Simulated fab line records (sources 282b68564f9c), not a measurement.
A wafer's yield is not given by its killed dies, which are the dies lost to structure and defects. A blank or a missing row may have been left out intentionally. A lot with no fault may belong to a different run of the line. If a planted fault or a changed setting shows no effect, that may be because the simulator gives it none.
Split-lot study	flow rit_cmos	23 wafers read across 5 lots, on a route 202 steps long

== SPLIT DETAILS ==
At RIT_FOX2_OXIDATION_00 (target thk 350.7 nm, ox time 1130 s), the setting ox_time_s was moved away from the recipe's 1130 s on 10 of the 23 wafers read, by -14.3% to +14.2%. All remaining wafers had this setting at the recipe value.

== FROM THE SPLIT TO THE READING: what the file shows between them, 20 steps ==
- RIT_FOX2_THK_MEAS_01
- RIT_FOX2_CLEAN_02: cleans in dHF, time 180 s
- RIT_FOX2_WET_ETCH_03: etches Si3N4 in H3PO4, target depth 195 nm, time 2700 s
- RIT_FOX2_THK_MEAS_90
- RIT_NWELL_COAT_01: resist thk 1300 nm (also split here: resist_thk_nm)
- RIT_NWELL_SOFTBAKE_02: time 60 s
- RIT_NWELL_EXPOSE_03: exposes mask M2, target cd 43900 nm
- RIT_NWELL_DEVELOP_05: develop time 68 s
- RIT_NWELL_HARDBAKE_07: time 120 s
- RIT_NWELL_IMPLANT_08 (also split here: energy_kev)
- RIT_NRETRO_COAT_01: resist thk 1300 nm (also split here: resist_thk_nm)
- RIT_NRETRO_SOFTBAKE_02: time 60 s
- RIT_NRETRO_EXPOSE_03: exposes mask M4, target cd 43900 nm
- RIT_NRETRO_DEVELOP_05: develop time 68 s
- RIT_NRETRO_HARDBAKE_07: time 120 s
- RIT_NRETRO_IMPLANT_08 (also split here: energy_kev)
- RIT_PRETRO_DEVELOP_05: develop time 68 s (also split here: dev_temp_c)
- RIT_PRETRO_HARDBAKE_07: time 120 s
- RIT_GATE_CLEAN_03: cleans in SC2, time 600 s
- RIT_GATE_CLEAN_04: cleans in dHF, time 60 s

== THE READING ==
FIELD_OXIDE_LEFT_2_THK in nanometres, read at RIT_FOX2_THK_MEAS_91. Fault-free wafers of this fab line usually give 255 nm, standard deviation 5.8 nm.

wafer	tool, chamber at the split	ox_time_s as run, s	against the recipe	FIELD_OXIDE_LEFT_2_THK, nm	against lot-mates on the recipe
L078.1	-, -	1290	+14.2%	292	no lot-mate on the recipe
L078.2	-, -	1290	+14.2%	294	no lot-mate on the recipe
L078.4	-, -	1290	+14.2%	298	no lot-mate on the recipe
L078.5	-, -	1290	+14.2%	296	no lot-mate on the recipe
L078.6	-, -	1290	+14.2%	301	no lot-mate on the recipe
L079.2	furnace-03, 0	1130	recipe	263	-
L079.4	furnace-03, 0	1130	recipe	262	-
L079.5	furnace-03, 0	1130	recipe	257	-
L080.1	-, -	1130	recipe	264	-
L080.2	-, -	1130	recipe	254	-
L080.3	-, -	1130	recipe	255	-
L080.5	-, -	1130	recipe	260	-
L080.6	-, -	1130	recipe	264	-
L081.1	-, -	968.8	-14.3%	223	no lot-mate on the recipe
L081.2	-, -	968.8	-14.3%	224	no lot-mate on the recipe
L081.3	-, -	968.8	-14.3%	223	no lot-mate on the recipe
L081.4	-, -	968.8	-14.3%	222	no lot-mate on the recipe
L081.5	-, -	968.8	-14.3%	226	no lot-mate on the recipe
L083.1	-, -	1130	recipe	262	-
L083.2	-, -	1130	recipe	262	-
L083.3	-, -	1130	recipe	260	-
L083.4	-, -	1130	recipe	265	-
L083.6	-, -	1130	recipe	258	-

FIT RESULTS
A straight line over all 23 wafers: FIELD_OXIDE_LEFT_2_THK changes by +2.55 nm for each +1% of ox_time_s; r = +0.99; the points scatter about the line by 3.1 nm.
Too few moved wafers with a lot-mate on the recipe to fit a line net of each lot's own level.

== THE WHOLE CHAIN: every reading that the file lists as answering this split, in the file's order ==
step	what it does	reading	change (the file's fit)	r (the file's)
RIT_FOX2_OXIDATION_00	target thk 350.7 nm, ox time 1130 s	SiO2_of_FOX2_OXIDATION_00.thk_nm (the simulator's own value, which no gauge read)	+2.24 nm for each +1% of the setting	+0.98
RIT_FOX2_THK_MEAS_01		FOX2_OXIDE_THK	+2.25 for each +1% of the setting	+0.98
RIT_FOX2_THK_MEAS_90		FIELD_OXIDE_LEFT_1_THK	+2.24 for each +1% of the setting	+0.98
RIT_FOX2_THK_MEAS_91		FIELD_OXIDE_LEFT_2_THK	+2.55 for each +1% of the setting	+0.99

== FILE'S OWN FIT ==
FIELD_OXIDE_LEFT_2_THK changes by +2.55 nm for each +1% of ox_time_s, r = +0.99.
